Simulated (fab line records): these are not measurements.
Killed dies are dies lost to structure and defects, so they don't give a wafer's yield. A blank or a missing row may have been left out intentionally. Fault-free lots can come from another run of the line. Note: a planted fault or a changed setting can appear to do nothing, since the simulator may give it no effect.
fab line records -- flow rit-cmos
[record] lots = 13, wafers = 39, last-day = 6
route steps=202 shown SPACER@128
lots untouched by any fault: they come from a run of this same line in which no faults occurred
start-h: hours from the record's opening day to when the first of the lot's shown wafers began -- wait-h: hours from the lot's prior step to this one -- " the same as in the row above -- L1.1+2: a row that stands for several wafers -- - no value, or no start given -- * or withheld: withheld -- < > ~ a bound
route shown NAME@n: names a module that has steps shown in the file, with the first one's number in the route -- usual: mean and standard deviation over wafers with no fault -- same: alike in all rows -- chamber/n: place in a boat -- sites: per-site readings -- _std_site: how widely they spread, as a standard deviation -- _edge_site: outer sites' mean less inner sites' -- radius-mm: how far each site lies from the wafer's centre -- mask NAME#n: copy n -- behind: the tool/chamber that last shaped the wafer -- hold: what put the lot on hold/how long, in hours/how the hold closed -- device: whichever transistor did not switch (one of n, p or np) -- end of line: tests run on the same wafers once the route is complete -- a step with no rows: only its recipe -- killed: not the wafer's yield, but the dies lost to structure and defects at the first sort -- map: dies across one wafer; x = killed, . = not, _ = none there
set.NAME: the setting that was run; set.NAME@STEP: the one run at that earlier step -- model.NAME: the simulator's own value behind a step, which no gauge read
route steps across a sampled set of lots; one table per step, one row per wafer
services: when a tool's chamber went out of use (start-h, in hours from the record's first day, below 0 if earlier), for how many hours, and the reason
[[steps]]
[step RIT_SPACER_CVD_03]
[recipe] material = Si3N4, target-thk-nm = 250, temp-c = 810, precursor = SiH2Cl2/NH3, time-s = 3300, pressure-mtorr = 300, sih2cl2-flow-sccm = 60, nh3-flow-sccm = 150
[usual] nh3-flow-sccm = 150.0/0.45, susceptor-temp-C = 810.0/0.32, zone-power-load-pct = 19.4/1.6
lot.wafer,tool,chamber,start-h,wait-h,nh3-flow-sccm,susceptor-temp-C,zone-power-load-pct
L291.3,lpcvd-02,1,44.00,0.0,150.6,810.2,17.9
L291.4,lpcvd-02,1,44.00,0.0,149.6,809.9,18.1
L291.5,lpcvd-02,1,44.00,0.0,150.1,809.8,18.0
L292.2,lpcvd-02,1,49.64,0.0,149.4,810.3,17.9
L292.3,lpcvd-02,1,49.64,0.0,150.0,810.3,17.5
L292.4,lpcvd-02,1,49.64,0.0,149.3,810.3,17.9
L293.2,lpcvd-01,0,54.41,0.0,149.4,810.3,21.2
L293.3,lpcvd-01,0,54.41,0.0,149.7,809.9,21.1
L293.4,lpcvd-01,0,54.41,0.0,149.6,809.9,21.2
L294.1,lpcvd-01,0,59.05,0.0,150.4,810.8,21.1
L294.2,lpcvd-01,0,59.05,0.0,150.7,810.4,21.4
L294.5,lpcvd-01,0,59.05,0.0,149.8,809.8,21.5
L295.1,lpcvd-02,1,62.92,0.0,149.8,810.0,18.0
L295.3,lpcvd-02,1,62.92,0.0,150.2,809.7,18.0
L295.6,lpcvd-02,1,62.92,0.0,150.1,810.0,18.1
L296.1,lpcvd-01,1,69.49,0.0,150.0,810.3,21.2
L296.3,lpcvd-01,1,69.49,0.0,150.6,809.7,21.3
L296.6,lpcvd-01,1,69.49,0.0,150.0,810.3,21.1
L297.1,lpcvd-01,0,73.42,0.0,150.2,809.9,21.2
L297.3,lpcvd-01,0,73.42,0.0,149.7,809.8,20.9
L297.6,lpcvd-01,0,73.42,0.0,150.1,810.0,21.5
L298.3,lpcvd-01,0,79.60,0.0,150.3,809.7,21.0
L298.4,lpcvd-01,0,79.60,0.0,149.9,810.3,21.5
L298.6,lpcvd-01,0,79.60,0.0,150.7,809.5,21.7
L302.1,lpcvd-02,0,98.56,0.0,150.3,809.9,18.3
L302.3,lpcvd-02,0,98.56,0.0,150.7,810.0,18.4
L302.4,lpcvd-02,0,98.56,0.0,150.4,810.2,18.5
L305.1,lpcvd-02,1,115.85,0.3,225.2,809.8,18.2
L305.2,lpcvd-02,1,115.85,0.3,224.7,810.1,17.9
L305.3,lpcvd-02,1,115.85,0.3,225.3,809.7,18.1
L306.1,lpcvd-02,1,122.66,0.0,225.5,810.4,18.2
L306.3,lpcvd-02,1,122.66,0.0,224.7,810.5,18.0
L306.4,lpcvd-02,1,122.66,0.0,225.4,810.7,17.9
L309.1,lpcvd-01,0,133.55,0.0,149.9,809.9,21.7
L309.4,lpcvd-01,0,133.55,0.0,150.2,810.1,21.5
L309.6,lpcvd-01,0,133.55,0.0,150.7,810.2,21.5
L310.3,lpcvd-01,0,140.24,0.4,150.4,809.9,21.2
L310.4,lpcvd-01,0,140.24,0.4,149.9,810.4,21.4
L310.5,lpcvd-01,0,140.24,0.4,150.0,810.1,21.6
[step RIT_SPACER_THK_MEAS_04]
[recipe] reads = Si3N4_of_SPACER_CVD_03
[usual] SPACER_NITRIDE_THK = 247.8/2.6
lot.wafer,tool,chamber,start-h,wait-h,hold,SPACER_NITRIDE_THK[nm]
L291.3,film-metro-02,-,45.94,0.0,-,248.4
L291.4,film-metro-02,-,45.94,0.0,-,248.4
L291.5,film-metro-02,-,45.94,0.0,-,246.9
L292.2,film-metro-04,-,51.57,0.0,-,246.8
L292.3,film-metro-04,-,51.57,0.0,-,248.1
L292.4,film-metro-04,-,51.57,0.0,-,246.8
L293.2,film-metro-04,-,56.33,0.0,-,250.2
L293.3,film-metro-04,-,56.33,0.0,-,249.3
L293.4,film-metro-04,-,56.33,0.0,-,250.6
L294.1,film-metro-04,-,60.97,0.0,-,251.9
L294.2,film-metro-04,-,60.97,0.0,-,250.6
L294.5,film-metro-04,-,60.97,0.0,-,250.0
L295.1,film-metro-02,-,64.83,0.0,-,244.3
L295.3,film-metro-02,-,64.83,0.0,-,245.4
L295.6,film-metro-02,-,64.83,0.0,-,245.7
L296.1,film-metro-01,-,71.41,0.0,-,249.5
L296.3,film-metro-01,-,71.41,0.0,-,249.1
L296.6,film-metro-01,-,71.41,0.0,-,249.0
L297.1,film-metro-02,-,75.33,0.0,-,247.0
L297.3,film-metro-02,-,75.33,0.0,-,246.5
L297.6,film-metro-02,-,75.33,0.0,-,246.7
L298.3,film-metro-01,-,81.53,0.0,-,250.4
L298.4,film-metro-01,-,81.53,0.0,-,246.9
L298.6,film-metro-01,-,81.53,0.0,-,249.3
L302.1,film-metro-04,-,100.47,0.0,-,248.8
L302.3,film-metro-04,-,100.47,0.0,-,249.7
L302.4,film-metro-04,-,100.47,0.0,-,250.9
L305.1,film-metro-04,-,117.76,0.0,await-dispo/0.2h/release,334.1
L305.2,film-metro-04,-,117.76,0.0,await-dispo/0.2h/release,333.2
L305.3,film-metro-04,-,117.76,0.0,await-dispo/0.2h/release,333.9
L305.1,film-metro-04,-,117.99,0.2,-,334.3
L305.2,film-metro-04,-,117.99,0.2,-,333.1
L305.3,film-metro-04,-,117.99,0.2,-,333.6
L306.1,film-metro-01,-,124.57,0.0,await-dispo/0.2h/release,332.1
L306.3,film-metro-01,-,124.57,0.0,await-dispo/0.2h/release,332.7
L306.4,film-metro-01,-,124.57,0.0,await-dispo/0.2h/release,333.1
L306.1,film-metro-01,-,124.80,0.2,-,332.2
L306.3,film-metro-01,-,124.80,0.2,-,332.4
L306.4,film-metro-01,-,124.80,0.2,-,333.0
L309.1,film-metro-04,-,135.46,0.0,-,248.1
L309.4,film-metro-04,-,135.46,0.0,-,247.0
L309.6,film-metro-04,-,135.46,0.0,-,246.3
L310.3,film-metro-02,-,142.17,0.0,-,245.2
L310.4,film-metro-02,-,142.17,0.0,-,241.6
L310.5,film-metro-02,-,142.17,0.0,-,246.4
[step RIT_SPACER_ETCHBACK_05]
[recipe] target-depth-a = 2500, SF6_flow_sccm = 30, CHF3_flow_sccm = 30, target = Si3N4, chemistry = SF6/CHF3, pressure-mtorr = 40, rf-w = 250, time-s = 240, stop-on = SiO2
[usual] CHF3_flow_sccm = 29.99/0.087, drypump-motor-current-A = 5.7/0.34, oes-product-au = 0.839/0.018, throttle-valve-pct = 10.34/0.2
lot.wafer,tool,chamber,start-h,wait-h,hold,CHF3_flow_sccm,drypump-motor-current-A,oes-product-au,rf-hours-counter-h,throttle-valve-pct
L291.3,rie-diel-02,0,45.98,0.0,-,29.80,5.9,0.820,139,10.29
L291.4,rie-diel-02,3,45.98,0.0,-,30.00,5.2,0.821,116,10.57
L291.5,rie-diel-02,2,45.98,0.0,-,29.93,5.6,0.840,-,10.05
L292.2,rie-diel-01,2,51.62,0.0,-,29.85,6.0,0.845,85,10.28
L292.3,rie-diel-01,1,51.62,0.0,-,30.05,5.6,0.843,85,10.57
L292.4,rie-diel-01,0,51.62,0.0,-,29.99,5.6,0.863,4,10.55
L293.2,rie-diel-04,3,56.38,0.0,-,29.91,5.8,0.833,43,10.03
L293.3,rie-diel-04,2,56.38,0.0,-,29.83,5.6,0.831,12,10.37
L293.4,rie-diel-04,0,56.38,0.0,-,29.97,6.3,0.856,6,10.41
L294.1,rie-diel-04,3,61.03,0.1,-,30.03,5.8,0.838,43,10.04
L294.2,rie-diel-04,2,61.03,0.1,-,29.98,5.6,0.831,12,10.36
L294.5,rie-diel-04,0,61.03,0.1,-,29.98,6.3,0.851,-,10.40
L295.1,rie-diel-02,0,64.89,0.1,-,29.89,5.9,0.805,140,10.31
L295.3,rie-diel-02,1,64.89,0.1,-,30.13,5.2,0.831,27,10.30
L295.6,rie-diel-02,0,64.89,0.1,-,30.04,5.8,0.809,-,10.29
L296.1,rie-diel-01,2,71.47,0.1,-,30.00,6.0,0.850,86,10.29
L296.3,rie-diel-01,0,71.47,0.1,-,29.96,5.6,0.862,5,10.55
L296.6,rie-diel-01,0,71.47,0.1,-,29.94,5.6,0.865,-,10.54
L297.1,rie-diel-02,0,75.39,0.1,-,30.06,5.9,0.817,140,10.31
L297.3,rie-diel-02,3,75.39,0.1,-,29.96,5.3,0.812,116,10.57
L297.6,rie-diel-02,3,75.39,0.1,-,30.13,5.2,0.818,-,10.58
L298.3,rie-diel-01,2,81.57,0.0,-,30.02,6.0,0.860,86,10.30
L298.4,rie-diel-01,1,81.57,0.0,-,29.92,5.6,0.835,86,10.56
L298.6,rie-diel-01,1,81.57,0.0,-,29.93,5.6,0.846,-,10.55
L302.1,rie-diel-01,2,100.53,0.1,-,30.12,6.0,0.846,86,10.28
L302.3,rie-diel-01,1,100.53,0.1,-,30.10,5.6,0.841,86,10.56
L302.4,rie-diel-01,3,100.53,0.1,-,29.96,6.2,0.847,3,10.06
L305.1,rie-diel-02,0,120.88,2.9,await-dispo/2.8h/release,30.06,5.9,0.972,141,10.38
L305.2,rie-diel-02,3,120.88,2.9,await-dispo/2.8h/release,30.13,5.3,0.977,118,10.63
L305.3,rie-diel-02,1,120.88,2.9,await-dispo/2.8h/release,29.96,5.1,0.979,27,10.31
L306.1,rie-diel-01,2,127.53,2.7,await-dispo/2.7h/release,30.10,6.0,1.020,86,10.34
L306.3,rie-diel-01,0,127.53,2.7,await-dispo/2.7h/release,29.91,5.6,1.046,6,10.62
L306.4,rie-diel-01,3,127.53,2.7,await-dispo/2.7h/release,29.92,6.2,1.006,3,10.11
L309.1,rie-diel-02,3,135.52,0.1,-,29.89,5.2,0.821,118,10.57
L309.4,rie-diel-02,1,135.52,0.1,-,29.88,5.1,0.835,28,10.29
L309.6,rie-diel-02,3,135.52,0.1,-,30.01,5.3,0.814,-,10.57
L310.3,rie-diel-02,2,142.21,0.0,-,29.96,5.6,0.833,114,10.06
L310.4,rie-diel-02,3,142.21,0.0,-,30.09,5.3,0.819,118,10.59
L310.5,rie-diel-02,2,142.21,0.0,-,29.99,5.6,0.843,-,10.05
[[services]]
tool,chamber,start-h,hours,kind
rie-diel-02,-,37.16,0.4,repair
rie-diel-04,-,67.93,1.0,repair
rie-diel-04,-,73.75,15.6,pm
rie-diel-01,3,85.81,8.4,repair
rie-diel-02,1,97.48,7.5,repair
rie-diel-02,1,105.38,5.0,repair
rie-diel-02,3,124.14,9.1,repair
[[key]]
[first-sign] step = RIT_SPACER_CVD_03, reading = nh3-flow-sccm, direction = up, sigmas = 99+, usual = 150.0, struck = 225.1
[effect] step = RIT_SPACER_THK_MEAS_04, reading = visit, direction = added
[effect] step = RIT_SPACER_THK_MEAS_04, reading = SPACER_NITRIDE_THK, direction = up, sigmas = 33, usual = 247.8, struck = 333.2
[effect] step = RIT_SPACER_ETCHBACK_05, reading = oes-product-au, direction = up, sigmas = 9.2, usual = 0.839, struck = 1.000
met-at RIT_SPACER_CVD_03
struck-lots L305,L306
later-rows-left-out L305.1,L305.2,L305.3,L306.1,L306.3,L306.4
sort-left-out L305.1,L305.2,L305.3,L306.1,L306.3,L306.4
tester-left-out L305,L306
onset-between 98.56 115.85
[fault] kind = process-parameter-drift, tool = lpcvd-02, chamber = -, onset-h = 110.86, steps = RIT_SPACER_CVD_03, channel = nh3-flow-sccm, offset = 75, shape = step, end-h = 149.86, acts-in = these-recipes-only, stated = 150
// tester-left-out: of these lots the tester's yield and bins aren't shown, on N5 and GAA mostly nor the transistor test; their killed dies are dies lost to structure and defects alone, not to doping, threshold or leakage, so they don't give the yield
// sort-left-out: the simulated sort isn't trusted on such a fault, so these wafers' sort isn't shown, and their yield isn't known
// later-rows-left-out: the simulator's readings of these wafers behind a module that went badly wrong aren't trusted and aren't shown, but for the sort
